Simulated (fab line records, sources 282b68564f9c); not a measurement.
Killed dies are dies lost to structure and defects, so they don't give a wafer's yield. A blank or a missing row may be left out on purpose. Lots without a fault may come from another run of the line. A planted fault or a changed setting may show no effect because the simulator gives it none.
A struck lot beside a sound one | flow rit_cmos | 15 steps out of a route of 202
Sound: wafers L723.1, L723.5, L723.6. Struck: wafers L729.2, L729.3, L729.5. The cause comes at the end.
At each step with rows: each side's tool, then ch and its chambers, then its first start. Under that, the readings that differ: sound wafers | struck wafers | difference of the means | sigmas: that difference in standard deviations of wafers without a fault.
alike: readings whose means differ by less than 2 such deviations, and words and numbers that are the same on both sides. not compared: withheld readings, readings that some wafer has no value for, bounds like >300 that may hide the same value, and numbers for which the record gives no deviation and whose values overlap.
The two part at a step that has a row with sigmas, a row that says differs or no value, or rows on one side only. Numbers that don't overlap but have no deviation are shown without sigmas and don't part them. A reading that every wafer of one side lacks parts them only if that side has two wafers or more.

RIT_NSD_TW_MEAS_10:
  sound on film_metro-01, day 3 10:40; struck on film_metro-02, day 4 15:41
  reading | sound          | struck         | difference | sigmas
  NSD_TW  | 3025 3027 3008 | 3121 3132 3143 | +112       | +2
then, 6 steps without rows for these wafers: RIT_PSD_HMDS_00 (prime time 60 s); RIT_PSD_COAT_01 (resist thk 1000 nm); RIT_PSD_SOFTBAKE_02 (time 60 s); RIT_PSD_EXPOSE_03 (exposes mask M10, target cd 40900 nm); RIT_PSD_PEB_04; RIT_PSD_DEVELOP_05 (develop time 50 s).
RIT_PSD_OVL_MEAS_06:
  sound on overlay-02, day 3 11:42; struck on overlay-01, day 4 16:43
  alike: PSD_OVL
then, 2 steps without rows for these wafers: RIT_PSD_HARDBAKE_07 (time 60 s); RIT_PSD_IMPLANT_08.
RIT_PSD_STRIP_09: strips in O2, time 180 s.
  sound on plasma_asher-02 ch 0,1, day 3 12:02; struck on plasma_asher-03 ch 0,1, day 4 17:03
  alike: drypump_motor_current_A
  not compared: rf_hours_counter_h
RIT_PSD_TW_MEAS_10:
  sound on film_metro-02, day 3 12:13; struck on film_metro-02, day 4 17:14
  alike: PSD_TW
RIT_SDANNEAL_CLEAN_00: cleans in SC1, time 600 s.
  sound on wet_bench-01 ch 3, day 3 12:16; struck on wet_bench-04 ch 1, day 4 17:17
  no value came back on the struck wafers for bath_guard_temp_C (C), bath_heat_duty_pct (%); on the sound wafers bath_guard_temp_C (C) reads 74.6 75.1 74.9
then, 1 step without rows for these wafers: RIT_SDANNEAL_CLEAN_01 (cleans in dHF, time 30 s).
RIT_M1_PROBE_99:
  sound on prober-01, day 3 20:28; struck on prober-01, day 5 01:16
  alike: killed_at_contacts, killed_at_front_end, killed_dies, killed_open, killed_short

WHERE THEY PART
First at RIT_NSD_TW_MEAS_10; last, within this record, at RIT_SDANNEAL_CLEAN_00. Later steps at which nothing parts them and some readings are alike: RIT_M1_PROBE_99.

WHY: what the simulator had put in
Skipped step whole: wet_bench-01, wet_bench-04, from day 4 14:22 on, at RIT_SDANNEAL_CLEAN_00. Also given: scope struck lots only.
